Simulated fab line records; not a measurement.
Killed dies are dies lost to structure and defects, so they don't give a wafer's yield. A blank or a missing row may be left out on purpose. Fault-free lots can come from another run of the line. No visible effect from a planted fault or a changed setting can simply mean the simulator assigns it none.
fab line records | flow rit_cmos
[record] lots = 7 wafers = 21 last_day = 7
route steps=202 shown NLDD@110 PLDD@114 SPACER@125 NSD@131 PSD@142 M1@202
lots with no fault: from the same line, run without faults
start_h: start of the lot's first displayed wafer, in hours after the record's first day | wait_h: how many hours have passed since the lot's step before this one | " as in the row above | L1.1+2: several wafers, shown together as one row | - value missing, or start not given | * or withheld: withheld | < > ~ a bound
route shown NAME@n: NAME is a module with steps in the file, n the number in the route of the first one | usual: average and standard deviation across the fault-free wafers | same: alike in all rows | chamber/n: place in a boat | sites: each site's reading | _std_site: standard deviation across them | _edge_site: mean of outer sites minus mean of inner sites | radius_mm: how far each site lies from the wafer's centre | mask NAME#n: copy n | behind: tool/chamber where the wafer was last shaped | hold: reason for holding the lot/hours on hold/outcome of the hold | device: the n, p or np transistor that did not switch | end of line: tests run on the same wafers once the route is complete | a step with no rows: only its recipe | killed: at the first sort, the dies lost to defects and structure; wafer yield is something else | map: the dies of a wafer, with x for killed, . for not killed, _ for no die there
set.NAME: the run value of the setting; set.NAME@STEP: its run value at that earlier step | model.NAME: the simulator's own value behind a step, which no gauge read
lots seen at some steps along the route; tables by step, rows by wafer
services: when a tool's chamber went out of use (start_h, in hours from the record's first day, below 0 if earlier), for how many hours, and the reason
[[steps]]
[step RIT_NLDD_HARDBAKE_07]
[recipe] resist = NOVOLAK temp_c = 140 time_s = 60
[step RIT_NLDD_IMPLANT_08]
[recipe] species = P energy_kev = 20 dose_cm2 = 5e+14 tilt_deg = 7
[step RIT_NLDD_STRIP_09]
[recipe] chemistry = O2 time_s = 180 resist = NOVOLAK platen_temp_c = withheld power_w = 500 pressure_mtorr = 4000 o2_flow_sccm = 4000
[usual] drypump_motor_current_A = 5.4/0.58 o2_flow_sccm = 4000/12
// columns lot.wafer tool chamber start_h wait_h drypump_motor_current_A o2_flow_sccm rf_hours_counter_h
L807.1 plasma_asher-04 1 88.28 0.1 5.2 4024 51
L807.3 " 1 " " 5.2 4005 -
L807.5 " 1 " " 5.2 4001 -
L810.3 plasma_asher-02 1 101.69 0.1 4.9 4013 -
L810.5 " 1 " " 5.0 3992 -
L810.6 " 0 " " 6.4 4007 -
L817.1 plasma_asher-04 1 137.79 0.1 5.2 3996 57
L817.2 " 0 " " 4.8 3993 57
L817.5 " 0 " " 4.8 3997 -
L818.3 plasma_asher-04 1 139.01 0.1 5.2 4015 -
L818.4 " 0 " " 4.8 3991 -
L818.5 " 0 " " 4.8 3994 -
L820.1 plasma_asher-02 0 150.93 0.1 6.5 3989 33
L820.3 " 0 " " 6.5 3988 -
L820.4 " 1 " " 5.0 3985 -
L821.2 plasma_asher-02 1 153.21 0.1 5.0 4008 34
L821.4 " 1 " " 4.9 4013 -
L821.5 " 0 " " 6.5 3992 -
L822.1 plasma_asher-04 1 162.00 0.1 5.2 4006 61
L822.3 " 0 " " 4.8 3984 -
L822.4 " 1 " " 5.2 3999 -
[step RIT_NLDD_TW_MEAS_10]
[usual] NLDD_TW = 2479/10
// columns lot.wafer tool chamber start_h wait_h NLDD_TW
L807.1 film_metro-01 - 88.46 0.1 2491
L807.3 " - " " 2484
L807.5 " - " " 2497
L810.3 film_metro-02 - 101.83 0.1 2481
L810.5 " - " " 2489
L810.6 " - " " 2497
L817.1 film_metro-01 - 137.97 0.1 2488
L817.2 " - " " 2483
L817.5 " - " " 2479
L818.3 film_metro-01 - 139.15 0.1 2474
L818.4 " - " " 2477
L818.5 " - " " 2489
L820.1 film_metro-02 - 151.11 0.1 2487
L820.3 " - " " 2481
L820.4 " - " " 2485
L821.2 film_metro-03 - 153.40 0.1 2476
L821.4 " - " " 2479
L821.5 " - " " 2480
L822.1 film_metro-02 - 162.17 0.1 2485
L822.3 " - " " 2474
L822.4 " - " " 2476
[step RIT_PLDD_HMDS_00]
[recipe] prime_time_s = 60 prime_temp_c = 140
[step RIT_PLDD_COAT_01]
[recipe] resist = NOVOLAK spin_rpm = 3250 resist_thk_nm = 1000
[step RIT_PLDD_SOFTBAKE_02]
[recipe] resist = NOVOLAK temp_c = 90 time_s = 60
[step RIT_PLDD_EXPOSE_03]
[recipe] mask_id = M8 na = 0.57 target_cd_nm = 40900 dose_mj = 250
[step RIT_PLDD_PEB_04]
[recipe] resist = NOVOLAK temp_c = withheld time_s = withheld
[step RIT_PLDD_DEVELOP_05]
[recipe] resist = NOVOLAK develop_time_s = 50 dev_temp_c = 23
[step RIT_PLDD_OVL_MEAS_06]
[usual] PLDD_OVL = 0.6/1.5
// columns lot.wafer tool chamber start_h wait_h PLDD_OVL[nm]
L807.1 overlay-01 - 91.07 - 1.5
L807.3 " - " " -0.4
L807.5 " - " " 1.0
L810.3 overlay-02 - 102.88 - 0.6
L810.5 " - " " 1.2
L810.6 " - " " 2.1
L817.1 overlay-01 - 139.00 - 1.2
L817.2 " - " " 1.3
L817.5 " - " " 2.7
L818.3 overlay-02 - 140.05 - 1.8
L818.4 " - " " -0.4
L818.5 " - " " 2.0
L820.1 overlay-01 - 152.14 - 0.8
L820.3 " - " " 2.0
L820.4 " - " " 1.6
L821.2 overlay-01 - 154.30 - -2.0
L821.4 " - " " 1.1
L821.5 " - " " 0.3
L822.1 overlay-01 - 163.08 - 2.0
L822.3 " - " " 3.5
L822.4 " - " " 2.4
[step RIT_PLDD_HARDBAKE_07]
[recipe] resist = NOVOLAK temp_c = 140 time_s = 60
[step RIT_PLDD_IMPLANT_08]
[recipe] species = BF2 energy_kev = 20 dose_cm2 = 9e+14 tilt_deg = 7
[usual] beam_energy_keV = 19.999/0.0066
// columns lot.wafer tool chamber start_h wait_h beam_energy_keV model.implant.rp_nm model.implant.drp_nm
L807.1 implanter-03 0 91.26 0.1 19.991 17.79 9.752
L807.3 " 0 " " 19.992 17.79 9.752
L807.5 " 0 " " 19.993 17.79 9.752
L810.3 implanter-01 0 103.11 0.1 19.997 17.13 9.752
L810.5 " 0 " " 19.992 17.13 9.752
L810.6 " 0 " " 19.998 17.13 9.752
L817.1 implanter-01 0 139.19 0.1 19.995 17.22 9.752
L817.2 " 0 " " 19.996 17.22 9.752
L817.5 " 0 " " 20.000 17.22 9.752
L818.3 implanter-03 0 140.27 0.1 16.393 15.01 8.481
L818.4 " 0 " " 16.405 15.01 8.481
L818.5 " 0 " " 16.393 15.01 8.481
L820.1 implanter-03 0 152.33 0.1 16.392 14.46 8.481
L820.3 " 0 " " 16.384 14.46 8.481
L820.4 " 0 " " 16.378 14.46 8.481
L821.2 implanter-03 0 154.51 0.1 16.403 14.93 8.481
L821.4 " 0 " " 16.391 14.93 8.481
L821.5 " 0 " " 16.395 14.93 8.481
L822.1 implanter-04 0 163.27 0.1 20.000 17.56 9.752
L822.3 " 0 " " 20.003 17.56 9.752
L822.4 " 0 " " 20.000 17.56 9.752
[step RIT_PLDD_STRIP_09]
[recipe] chemistry = O2 time_s = 180 resist = NOVOLAK platen_temp_c = withheld power_w = 500 pressure_mtorr = 4000 o2_flow_sccm = 4000
[usual] drypump_motor_current_A = 5.1/0.36 o2_flow_sccm = 4000/13
// columns lot.wafer tool chamber start_h wait_h drypump_motor_current_A o2_flow_sccm rf_hours_counter_h
L807.1 plasma_asher-01 0 91.41 0.1 5.3 4000 37
L807.3 " 1 " " 4.7 4008 -
L807.5 " 0 " " 5.3 4017 -
L810.3 plasma_asher-03 1 103.27 0.1 5.5 3982 -
L810.5 " 1 " " 5.4 3995 -
L810.6 " 0 " " 5.8 3989 -
L817.1 plasma_asher-01 0 139.34 0.1 5.3 3999 2
L817.2 " 1 " " 4.7 4008 2
L817.5 " 1 " " 4.7 4010 -
L818.3 plasma_asher-04 1 140.43 0.1 5.2 3998 -
L818.4 " 0 " " 4.8 4024 -
L818.5 " 0 " " 4.8 4022 -
L820.1 plasma_asher-04 1 152.48 0.1 5.2 3989 59
L820.3 " 1 " " 5.2 3995 -
L820.4 " 0 " " 4.8 3983 -
L821.2 plasma_asher-01 1 154.63 0.1 4.7 3988 5
L821.4 " 1 " " 4.7 3986 -
L821.5 " 0 " " 5.3 3994 -
L822.1 plasma_asher-01 1 163.42 0.1 4.7 3983 6
L822.3 " 1 " " 4.7 3976 -
L822.4 " 0 " " 5.3 4016 -
[step RIT_PLDD_TW_MEAS_10]
[usual] PLDD_TW = 2337/10
// columns lot.wafer tool chamber start_h wait_h PLDD_TW
L807.1 film_metro-01 - 91.58 0.1 2332
L807.3 " - " " 2357
L807.5 " - " " 2335
L810.3 film_metro-02 - 103.40 0.1 2334
L810.5 " - " " 2333
L810.6 " - " " 2338
L817.1 film_metro-03 - 139.51 0.1 2345
L817.2 " - " " 2333
L817.5 " - " " 2344
L818.3 film_metro-01 - 140.57 0.1 2212
L818.4 " - " " 2226
L818.5 " - " " 2222
L820.1 film_metro-03 - 152.65 0.1 2214
L820.3 " - " " 2207
L820.4 " - " " 2225
L821.2 film_metro-02 - 154.82 0.1 2208
L821.4 " - " " 2214
L821.5 " - " " 2221
L822.1 film_metro-02 - 163.59 0.1 2333
L822.3 " - " " 2347
L822.4 " - " " 2332
[step RIT_SPACER_CLEAN_00]
[recipe] chemistry = SC1 mix = 3:3:50 time_s = 600 temp_c = 75
[step RIT_SPACER_CLEAN_01]
[recipe] chemistry = dHF dilution = 50:1 time_s = 30
[step RIT_SPACER_CLEAN_02]
[recipe] chemistry = SC2 mix = 3:3:50 time_s = 600 temp_c = 75 dry = n2_spin
[step RIT_SPACER_CVD_03]
[recipe] material = Si3N4 target_thk_nm = 250 temp_c = 810 precursor = SiH2Cl2/NH3 time_s = 3300 pressure_mtorr = 300 sih2cl2_flow_sccm = 60 nh3_flow_sccm = 150
[step RIT_SPACER_THK_MEAS_04]
[recipe] reads = Si3N4_of_SPACER_CVD_03
[usual] SPACER_NITRIDE_THK = 249.4/1.8
// columns lot.wafer tool chamber start_h wait_h SPACER_NITRIDE_THK[nm]
L807.1 film_metro-03 - 93.96 0.0 247.6
L807.3 " - " " 249.4
L807.5 " - " " 249.0
L810.3 film_metro-03 - 106.70 0.0 247.3
L810.5 " - " " 247.4
L810.6 " - " " 247.9
L817.1 film_metro-04 - 141.87 0.0 248.7
L817.2 " - " " 248.2
L817.5 " - " " 249.5
L818.3 film_metro-02 - 143.89 0.0 247.6
L818.4 " - " " 247.1
L818.5 " - " " 249.2
L820.1 film_metro-02 - 155.00 0.0 246.2
L820.3 " - " " 245.5
L820.4 " - " " 246.0
L821.2 film_metro-04 - 159.00 0.0 251.4
L821.4 " - " " 250.1
L821.5 " - " " 249.2
L822.1 film_metro-02 - 165.94 0.0 252.2
L822.3 " - " " 250.4
L822.4 " - " " 249.6
[step RIT_SPACER_ETCHBACK_05]
[recipe] target_depth_a = 2500 SF6_flow_sccm = 30 CHF3_flow_sccm = 30 target = Si3N4 chemistry = SF6/CHF3 pressure_mtorr = 40 rf_w = 250 time_s = 240 stop_on = SiO2
[usual] drypump_motor_current_A = 5.7/0.57 oes_product_au = 0.846/0.016 throttle_valve_pct = 10.21/0.16
// columns lot.wafer tool chamber start_h wait_h drypump_motor_current_A oes_product_au rf_hours_counter_h throttle_valve_pct
L807.1 rie_diel-02 3 94.02 0.1 5.9 0.857 95 10.41
L807.3 " 0 " " 5.2 0.858 53 10.10
L807.5 " 3 " " 6.0 0.875 - 10.44
L810.3 rie_diel-01 1 106.74 0.0 6.5 0.831 4 10.29
L810.5 " 1 " " 6.6 0.831 - 10.29
L810.6 " 0 " " 6.3 0.861 - 10.19
L817.1 rie_diel-02 0 141.93 0.1 5.2 0.853 54 10.12
L817.2 " 2 " " 5.0 0.841 99 10.09
L817.5 " 0 " " 5.2 0.855 - 10.12
L818.3 rie_diel-03 2 143.93 0.0 6.5 0.834 7 10.38
L818.4 " 1 " " 5.3 0.836 10 10.15
L818.5 " 1 " " 5.3 0.837 - 10.14
L820.1 rie_diel-01 0 155.06 0.1 6.3 0.857 87 10.18
L820.3 " 3 " " 5.3 0.824 6 10.49
L820.4 " 2 " " 5.3 0.843 133 10.01
L821.2 rie_diel-03 2 159.05 0.0 6.5 0.842 7 10.36
L821.4 " 0 " " 5.2 0.854 24 10.17
L821.5 " 1 " " 5.3 0.838 - 10.14
L822.1 rie_diel-01 2 166.00 0.1 5.3 0.873 133 10.03
L822.3 " 0 " " 6.3 0.871 88 10.18
L822.4 " 2 " " 5.2 0.848 - 10.03
[step RIT_NSD_HMDS_00]
[recipe] prime_time_s = 60 prime_temp_c = 140
[step RIT_NSD_COAT_01]
[recipe] resist = NOVOLAK spin_rpm = 3250 resist_thk_nm = 1000
[step RIT_NSD_SOFTBAKE_02]
[recipe] resist = NOVOLAK temp_c = 90 time_s = 60
[step RIT_NSD_EXPOSE_03]
[recipe] mask_id = M9 na = 0.57 target_cd_nm = 40700 dose_mj = 250
[step RIT_NSD_PEB_04]
[recipe] resist = NOVOLAK temp_c = withheld time_s = withheld
[step RIT_NSD_DEVELOP_05]
[recipe] resist = NOVOLAK develop_time_s = 50 dev_temp_c = 23
[step RIT_NSD_OVL_MEAS_06]
[usual] NSD_OVL = 0.2/1.3
// columns lot.wafer tool chamber start_h wait_h NSD_OVL[nm]
L807.1 overlay-02 - 95.15 - 1.0
L807.3 " - " " -1.7
L807.5 " - " " 0.2
L810.3 overlay-02 - 107.88 - 1.1
L810.5 " - " " -2.1
L810.6 " - " " -2.3
L817.1 overlay-01 - 143.06 - -0.5
L817.2 " - " " -2.1
L817.5 " - " " -0.6
L818.3 overlay-01 - 145.06 - -0.1
L818.4 " - " " -1.4
L818.5 " - " " 0.8
L820.1 overlay-01 - 156.06 - 0.0
L820.3 " - " " -0.8
L820.4 " - " " 0.2
L821.2 overlay-02 - 160.06 - 0.5
L821.4 " - " " 0.5
L821.5 " - " " -0.1
L822.1 overlay-01 - 167.14 - 0.7
L822.3 " - " " 2.1
L822.4 " - " " 1.6
[step RIT_NSD_HARDBAKE_07]
[recipe] resist = NOVOLAK temp_c = 140 time_s = 60
[step RIT_NSD_IMPLANT_08]
[recipe] species = P energy_kev = 25 dose_cm2 = 1e+15 tilt_deg = 7
[step RIT_NSD_STRIP_09]
[recipe] chemistry = O2 time_s = 180 resist = NOVOLAK platen_temp_c = withheld power_w = 500 pressure_mtorr = 4000 o2_flow_sccm = 4000
[usual] drypump_motor_current_A = 5.4/0.58 o2_flow_sccm = 3999/12
// columns lot.wafer tool chamber start_h wait_h drypump_motor_current_A o2_flow_sccm rf_hours_counter_h
L807.1 plasma_asher-03 1 95.48 0.1 5.5 4009 50
L807.3 " 0 " " 5.8 4010 -
L807.5 " 1 " " 5.5 4002 -
L810.3 plasma_asher-03 0 108.26 0.1 5.8 4029 -
L810.5 " 0 " " 5.8 4008 -
L810.6 " 1 " " 5.4 4015 -
L817.1 plasma_asher-01 0 143.39 0.1 5.3 4009 3
L817.2 " 1 " " 4.7 3984 3
L817.5 " 1 " " 4.7 3996 -
L818.3 plasma_asher-01 0 145.45 0.1 5.3 3998 -
L818.4 " 1 " " 4.7 3985 -
L818.5 " 0 " " 5.3 4009 -
L820.1 plasma_asher-02 1 156.39 0.1 4.9 4009 34
L820.3 " 0 " " 6.5 4006 -
L820.4 " 1 " " 5.0 4006 -
L821.2 plasma_asher-01 1 160.39 0.1 4.7 3990 5
L821.4 " 0 " " 5.3 4007 -
L821.5 " 0 " " 5.3 4007 -
L822.1 plasma_asher-02 0 167.47 0.1 6.5 3993 35
L822.3 " 1 " " 5.0 4011 -
L822.4 " 0 " " 6.5 3996 -
[step RIT_NSD_TW_MEAS_10]
[usual] NSD_TW = 3105/14
// columns lot.wafer tool chamber start_h wait_h NSD_TW
L807.1 film_metro-02 - 95.66 0.1 3081
L807.3 " - " " 3101
L807.5 " - " " 3078
L810.3 film_metro-03 - 108.40 0.1 3096
L810.5 " - " " 3103
L810.6 " - " " 3098
L817.1 film_metro-02 - 143.57 0.1 3122
L817.2 " - " " 3126
L817.5 " - " " 3118
L818.3 film_metro-02 - 145.58 0.1 3119
L818.4 " - " " 3103
L818.5 " - " " 3112
L820.1 film_metro-02 - 156.57 0.1 3106
L820.3 " - " " 3113
L820.4 " - " " 3109
L821.2 film_metro-01 - 160.57 0.1 3107
L821.4 " - " " 3111
L821.5 " - " " 3124
L822.1 film_metro-02 - 167.65 0.1 3110
L822.3 " - " " 3091
L822.4 " - " " 3123
[step RIT_PSD_HMDS_00]
[recipe] prime_time_s = 60 prime_temp_c = 140
[step RIT_PSD_COAT_01]
[recipe] resist = NOVOLAK spin_rpm = 3250 resist_thk_nm = 1000
[step RIT_PSD_SOFTBAKE_02]
[recipe] resist = NOVOLAK temp_c = 90 time_s = 60
[step RIT_PSD_EXPOSE_03]
[recipe] mask_id = M10 na = 0.57 target_cd_nm = 40900 dose_mj = 250
[step RIT_PSD_PEB_04]
[recipe] resist = NOVOLAK temp_c = withheld time_s = withheld
[step RIT_PSD_DEVELOP_05]
[recipe] resist = NOVOLAK develop_time_s = 50 dev_temp_c = 23
[step RIT_PSD_OVL_MEAS_06]
[usual] PSD_OVL = 1.2/1.5
// columns lot.wafer tool chamber start_h wait_h PSD_OVL[nm]
L807.1 overlay-01 - 96.75 - 0.1
L807.3 " - " " 0.2
L807.5 " - " " 1.1
L810.3 overlay-02 - 109.43 - 2.3
L810.5 " - " " -1.1
L810.6 " - " " 0.9
L817.1 overlay-02 - 144.48 - 0.7
L817.2 " - " " -0.8
L817.5 " - " " 0.7
L818.3 overlay-01 - 146.61 - 1.9
L818.4 " - " " 1.1
L818.5 " - " " 0.9
L820.1 overlay-02 - 157.56 - -0.8
L820.3 " - " " 0.7
L820.4 " - " " -2.1
L821.2 overlay-02 - 161.60 - 3.6
L821.4 " - " " 2.7
L821.5 " - " " 3.2
L822.1 overlay-02 - 168.67 - 2.9
L822.3 " - " " 3.2
L822.4 " - " " 1.6
[step RIT_PSD_HARDBAKE_07]
[recipe] resist = NOVOLAK temp_c = 140 time_s = 60
[step RIT_PSD_IMPLANT_08]
[recipe] species = BF2 energy_kev = 27 dose_cm2 = 5e+15 tilt_deg = 7
[step RIT_PSD_STRIP_09]
[recipe] chemistry = O2 time_s = 180 resist = NOVOLAK platen_temp_c = withheld power_w = 500 pressure_mtorr = 4000 o2_flow_sccm = 4000
[usual] drypump_motor_current_A = 5.3/0.62 o2_flow_sccm = 4000/12
// columns lot.wafer tool chamber start_h wait_h drypump_motor_current_A o2_flow_sccm rf_hours_counter_h
L807.1 plasma_asher-04 1 97.08 0.1 5.2 3997 52
L807.3 " 0 " " 4.8 4022 -
L807.5 " 1 " " 5.2 4010 -
L810.3 plasma_asher-04 1 109.81 0.1 5.2 4001 -
L810.5 " 1 " " 5.2 4009 -
L810.6 " 0 " " 4.8 3995 -
L817.1 plasma_asher-02 0 144.81 0.1 6.5 3991 32
L817.2 " 1 " " 5.0 3998 32
L817.5 " 0 " " 6.4 3995 -
L818.3 plasma_asher-01 1 146.99 0.1 4.7 3996 -
L818.4 " 0 " " 5.3 4013 -
L818.5 " 1 " " 4.7 4018 -
L820.1 plasma_asher-04 0 157.89 0.1 4.8 4010 60
L820.3 " 1 " " 5.2 4022 -
L820.4 " 0 " " 4.8 4000 -
L821.2 plasma_asher-02 0 161.93 0.1 6.5 4002 34
L821.4 " 1 " " 5.0 3992 -
L821.5 " 0 " " 6.5 4009 -
L822.1 plasma_asher-04 1 169.00 0.1 5.2 3987 61
L822.3 " 1 " " 5.2 4013 -
L822.4 " 0 " " 4.8 3997 -
[step RIT_SDANNEAL_RS_MEAS_06]
[recipe] thk_meas_gauge = four-point-probe
[usual] PLDD_RS = 178.7/0.52
// columns lot.wafer tool chamber start_h wait_h PLDD_RS[ohm/sq]
L807.1 film_metro-02 - 98.00 0.1 179.1
L807.3 " - " " 178.6
L807.5 " - " " 179.9
L810.3 film_metro-01 - 110.70 0.1 178.9
L810.5 " - " " 178.9
L810.6 " - " " 178.7
L817.1 film_metro-01 - 145.71 0.1 178.2
L817.2 " - " " 178.9
L817.5 " - " " 178.2
L818.3 film_metro-01 - 147.87 0.1 191.9
L818.4 " - " " 192.0
L818.5 " - " " 191.6
L820.1 film_metro-03 - 158.79 0.1 192.0
L820.3 " - " " 191.6
L820.4 " - " " 192.0
L821.2 film_metro-01 - 162.85 0.1 192.0
L821.4 " - " " 191.5
L821.5 " - " " 192.2
L822.1 film_metro-01 - 169.90 0.1 178.7
L822.3 " - " " 178.7
L822.4 " - " " 178.5
[step RIT_M1_PROBE_99]
[usual] killed_at_contacts = 0.0/0.22 killed_at_front_end = 6.6/3 killed_dies = 6.6/3 killed_open = 3.4/2 killed_short = 3.2/2
[same] gross_dies = 264 killed_at_M0_to_M3 = 0 killed_at_M4_up = 0 killed_at_back_side = 0 killed_at_other = 0
// columns lot.wafer tool chamber start_h wait_h killed_at_contacts killed_at_front_end killed_dies killed_open killed_short model.etest.pmos_turned.r_on_ohm_um model.etest.pmos_0p3.r_on_ohm_um model.etest.pmos_0p15.r_on_ohm_um model.etest.pldd.rs_ohm_sq model.etest.pldd.line_ohm_um model.etest.pmos_turned.drive_ua_um model.etest.pmos_0p15.drive_ua_um model.etest.pmos_narrow.drive_ua_um
L807.1 prober-01 - 105.37 0.1 0 6 6 3 3 3493 6334 2795 493.4 156.8 182.7 250.6 100.2
L807.3 prober-01 - 105.47 0.2 0 7 7 6 1 3543 6391 2810 494.6 156.7 179.7 247.5 98.73
L807.5 prober-01 - 105.57 0.2 0 4 4 2 2 3568 6467 2821 485.7 153.2 180.2 243.8 97.77
L810.3 prober-02 - 117.81 0.2 0 5 5 3 2 3816 6639 3056 581.9 182.1 161.6 229.8 96.18
L810.5 prober-02 - 117.91 0.2 0 8 8 5 3 3732 6528 2983 574.8 179.3 169.2 236.7 99.53
L810.6 prober-02 - 117.96 0.2 0 14 14 7 7 3726 6539 2952 583.5 179.8 166.9 232.5 96.79
L817.1 prober-02 - 152.83 0.1 0 8 8 4 4 3425 6288 2778 497.2 155.3 189.7 252.4 105.5
L817.2 prober-02 - 152.88 0.1 0 11 11 8 3 3566 6391 2881 509.7 158.3 185.4 246.8 103.6
L817.5 prober-02 - 153.03 0.2 0 6 6 3 3 3466 6334 2835 484 151.6 186.4 247.3 103.5
L818.3 prober-01 - 155.05 0.2 0 4 4 3 1 3969 6797 3230 666.4 207.3 159 216.2 93.1
L818.4 prober-01 - 155.10 0.2 0 7 7 5 2 3944 6725 3202 643.6 204.2 162.8 222.1 96.18
L818.5 prober-01 - 155.15 0.2 0 5 5 2 3 4015 6705 3244 676.7 213.6 159.5 221.4 96.38
L820.1 prober-01 - 165.80 0.1 0 3 3 2 0 4900 6922 3527 1005 321.7 109.2 203.9 94.83
L820.3 prober-01 - 165.90 0.2 0 3 3 0 2 5037 7106 3600 1002 318.1 107 197.4 92.27
L820.4 prober-01 - 165.95 0.2 0 1 1 1 0 4910 7077 3548 993.5 315.1 110.5 200.3 91.01
L821.2 prober-02 - 170.12 0.1 0 9 9 3 6 4427 7028 3352 783 242.8 130.1 206.1 89.94
L821.4 prober-02 - 170.22 0.2 0 6 6 4 2 4256 6974 3298 719.4 224.3 139.3 210.1 89.41
L821.5 prober-02 - 170.27 0.2 0 8 8 3 5 4359 7073 3400 717.4 230.2 137.2 206.8 89.58
L822.1 prober-01 - 177.28 0.1 0 7 7 1 6 3335 6370 2706 468.8 148.8 192.8 259.3 100.2
L822.3 prober-01 - 177.38 0.2 1 10 11 5 6 3367 6311 2727 464.5 145.3 190.9 256.5 101
L822.4 prober-01 - 177.43 0.2 0 6 6 3 3 3437 6456 2796 480 150.4 186.3 247.8 99.67
// killed by level:class
L807.1 FOX1:geometric_particle:open=1 GATE:geometric_particle:open=1 GATE:geometric_particle:short=1 REOX:geometric_particle:short=1 SPACER:geometric_particle:open=1 SILICIDE:geometric_particle:short=1
L807.3 FOX1:geometric_particle:open=2 REOX:geometric_particle:open=2 GATE:geometric_particle:open=1 SPACER:geometric_particle:open=1 SILICIDE:geometric_particle:short=1
L807.5 FOX2:geometric_particle:open=2 FOX1:geometric_particle:short=1 GATE:geometric_particle:short=1
L810.3 GATE:geometric_particle:open=2 FOX1:geometric_particle:short=1 GATE:geometric_particle:short=1 SPACER:geometric_particle:open=1
L810.5 GATE:geometric_particle:open=2 SILICIDE:geometric_particle:open=2 ACTIVE:geometric_particle:short=1 REOX:geometric_particle:open=1 REOX:geometric_particle:short=1 SILICIDE:geometric_particle:short=1
L810.6 GATE:geometric_particle:short=4 SILICIDE:geometric_particle:open=3 REOX:geometric_particle:short=2 FOX1:geometric_particle:open=1 FOX2:geometric_particle:open=1 FOX2:geometric_particle:short=1 GATE:geometric_particle:open=1 SPACER:geometric_particle:open=1
L817.1 REOX:geometric_particle:open=3 SPACER:geometric_particle:short=2 GATE:geometric_particle:open=1 GATE:geometric_particle:short=1 REOX:geometric_particle:short=1
L817.2 GATE:geometric_particle:open=3 REOX:geometric_particle:short=3 REOX:geometric_particle:open=3 FOX1:geometric_particle:open=1 SPACER:geometric_particle:open=1
L817.5 GATE:geometric_particle:short=2 FOX2:geometric_particle:open=1 REOX:geometric_particle:open=1 SPACER:geometric_particle:open=1 SPACER:geometric_particle:short=1
L818.3 SPACER:geometric_particle:open=2 FOX1:geometric_particle:open=1 GATE:geometric_particle:short=1
L818.4 GATE:geometric_particle:open=2 FOX1:geometric_particle:open=1 FOX2:geometric_particle:open=1 GATE:geometric_particle:short=1 REOX:geometric_particle:short=1 SPACER:geometric_particle:open=1
L818.5 FOX1:geometric_particle:short=2 FOX1:geometric_particle:open=1 GATE:geometric_particle:open=1 SPACER:geometric_particle:short=1
L820.1 GATE:geometric_particle:open=1 SPACER:geometric_particle:open=1 NSD:coat_microbubble_printed=1
L820.3 REOX:geometric_particle:short=1 SILICIDE:geometric_particle:short=1 NSD:coat_microbubble_printed=1
L820.4 GATE:geometric_particle:open=1
L821.2 GATE:geometric_particle:short=3 GATE:geometric_particle:open=2 FOX1:geometric_particle:open=1 FOX1:geometric_particle:short=1 FOX2:geometric_particle:short=1 SPACER:geometric_particle:short=1
L821.4 GATE:geometric_particle:open=2 SILICIDE:geometric_particle:open=2 SPACER:geometric_particle:short=1 SILICIDE:geometric_particle:short=1
L821.5 GATE:geometric_particle:short=3 SPACER:geometric_particle:open=2 FOX1:geometric_particle:short=1 GATE:geometric_particle:open=1 SILICIDE:geometric_particle:short=1
L822.1 FOX2:geometric_particle:short=3 FOX1:geometric_particle:short=1 FOX2:geometric_particle:open=1 GATE:geometric_particle:short=1 REOX:geometric_particle:short=1
L822.3 FOX1:geometric_particle:short=3 GATE:geometric_particle:open=2 SILICIDE:geometric_particle:open=2 FOX1:geometric_particle:open=1 SILICIDE:geometric_particle:short=1 GATE:geometric_particle:short=1 CONTACT:geometric_particle:short=1
L822.4 GATE:geometric_particle:open=2 FOX2:geometric_particle:short=1 GATE:geometric_particle:short=1 REOX:geometric_particle:short=1 REOX:geometric_particle:open=1
[[services]]
// columns tool chamber start_h hours kind
plasma_asher-01 - 108.75 9.0 pm
plasma_asher-01 0 108.75 9.0 vent_cycle
plasma_asher-01 1 108.75 9.0 vent_cycle
plasma_asher-01 0 117.75 - clean
plasma_asher-01 1 117.75 - clean
rie_diel-01 2 123.10 3.8 repair
implanter-04 - 135.25 3.4 pm
rie_diel-01 0 139.81 2.8 repair
implanter-04 - 140.59 3.8 repair
plasma_asher-03 - 141.43 21.2 repair
plasma_asher-02 - 157.25 4.0 repair
rie_diel-01 3 163.92 6.4 repair
implanter-01 - 166.06 3.2 repair
implanter-03 - 168.16 6.0 pm
[[key]]
[first_sign] step = RIT_PLDD_IMPLANT_08 reading = beam_energy_keV direction = down sigmas = 99+ usual = 19.999 struck = 16.393
[effect] step = RIT_PLDD_TW_MEAS_10 reading = PLDD_TW direction = down sigmas = 12 usual = 2337 struck = 2217
[effect] step = RIT_SDANNEAL_RS_MEAS_06 reading = PLDD_RS direction = up sigmas = 25 usual = 178.7 struck = 191.9
[model_effect] step = RIT_PLDD_IMPLANT_08 value = implant.rp_nm without = 17.29 struck = 14.8
[model_effect] step = RIT_M1_PROBE_99 value = etest.pmos_turned.r_on_ohm_um without = 3531 struck = 4424
met_at RIT_PLDD_IMPLANT_08
struck_wafers L818.3,L818.4,L818.5,L820.1,L820.3,L820.4,L821.2,L821.4,L821.5
tester_left_out L818,L820,L821
onset_between 91.26 140.27
[fault] kind = process_parameter_drift tool = implanter-03 chamber = - onset_h = 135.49 steps = RIT_PLDD_IMPLANT_08 channel = energy_kev offset = -3.6 shape = step end_h = 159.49 acts_in = these_recipes_only stated = 20
// tester_left_out: of these lots the tester's yield and bins aren't shown, on N5 and GAA mostly nor the transistor test; their killed dies are dies lost to structure and defects alone, not to doping, threshold or leakage, so they don't give the yield
